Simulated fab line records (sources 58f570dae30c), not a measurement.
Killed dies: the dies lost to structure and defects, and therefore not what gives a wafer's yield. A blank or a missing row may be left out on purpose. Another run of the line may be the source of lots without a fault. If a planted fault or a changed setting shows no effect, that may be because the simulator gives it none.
Split-lot study | flow berkeley cmos170 | 23 wafers read from 5 lots, route of 331 steps

== ABOUT THE SPLIT ==
At UCB170_NWELL_OXIDATION_01 (target thk 26.4 nm, ox time 1260 s), the setting ox time s was moved away from the recipe's 1260 s on 15 of the 23 wafers read, by -13.7% to +6.4%. The other wafers ran this setting at the recipe's value.

Between the split and the reading, the file records no step.

== THE READING ==
Values of NWELL_OXIDE_THK in nm from UCB170_NWELL_THK_MEAS_02. Fault-free wafers of this fab line usually give 26.4 nm, standard deviation 0.37 nm.

wafer  | tool, chamber at the split | ox time s as run, s | against the recipe | NWELL_OXIDE_THK, nm | against lot-mates on the recipe
L074.1 | -, -                       | 1260                | recipe             | 26.3                | -
L074.3 | -, -                       | 1260                | recipe             | 25.8                | -
L074.4 | -, -                       | 1260                | recipe             | 26.4                | -
L074.5 | -, -                       | 1260                | recipe             | 26.1                | -
L074.6 | -, -                       | 1260                | recipe             | 26.2                | -
L076.1 | -, -                       | 1341                | +6.4%              | 27.9                | no lot-mate on the recipe
L076.2 | -, -                       | 1341                | +6.4%              | 27.4                | no lot-mate on the recipe
L076.3 | -, -                       | 1341                | +6.4%              | 27.8                | no lot-mate on the recipe
L076.5 | -, -                       | 1341                | +6.4%              | 27.9                | no lot-mate on the recipe
L076.6 | -, -                       | 1341                | +6.4%              | 27.8                | no lot-mate on the recipe
L077.2 | -, -                       | 1329                | +5.5%              | 27.1                | no lot-mate on the recipe
L077.3 | -, -                       | 1329                | +5.5%              | 27.6                | no lot-mate on the recipe
L077.4 | -, -                       | 1329                | +5.5%              | 27.0                | no lot-mate on the recipe
L077.5 | -, -                       | 1329                | +5.5%              | 27.0                | no lot-mate on the recipe
L077.6 | -, -                       | 1329                | +5.5%              | 27.2                | no lot-mate on the recipe
L084.2 | -, -                       | 1088                | -13.7%             | 24.2                | no lot-mate on the recipe
L084.3 | -, -                       | 1088                | -13.7%             | 24.5                | no lot-mate on the recipe
L084.4 | -, -                       | 1088                | -13.7%             | 24.3                | no lot-mate on the recipe
L084.5 | -, -                       | 1088                | -13.7%             | 24.4                | no lot-mate on the recipe
L084.6 | -, -                       | 1088                | -13.7%             | 24.4                | no lot-mate on the recipe
L085.3 | furnace-03, 0              | 1260                | recipe             | 26.0                | -
L085.4 | furnace-03, 0              | 1260                | recipe             | 26.0                | -
L085.6 | furnace-03, 0              | 1260                | recipe             | 25.9                | -

THE FIT
A straight line over all 23 wafers: NWELL_OXIDE_THK changes by +0.158 nm for each +1% of ox time s; r = +0.97; the points scatter about the line by 0.33 nm.
Too few moved wafers have a lot-mate on the recipe to fit a line with each lot's own level taken away.

== THE WHOLE CHAIN: every reading that the file lists as answering this split, in the file's order ==
step                      | what it does                       | reading                                                                            | change (the file's fit)               | r (the file's)
UCB170_NWELL_OXIDATION_01 | target thk 26.4 nm, ox time 1260 s | SiO2_of_NWELL_OXIDATION_01.thk nm (the simulator's own value, which no gauge read) | +0.159 nm for each +1% of the setting | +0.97
UCB170_NWELL_THK_MEAS_02  |                                    | NWELL_OXIDE_THK                                                                    | +0.158 for each +1% of the setting    | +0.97

== FILE'S OWN FIT ==
NWELL_OXIDE_THK changes by +0.158 nm for each +1% of ox time s, r = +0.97.
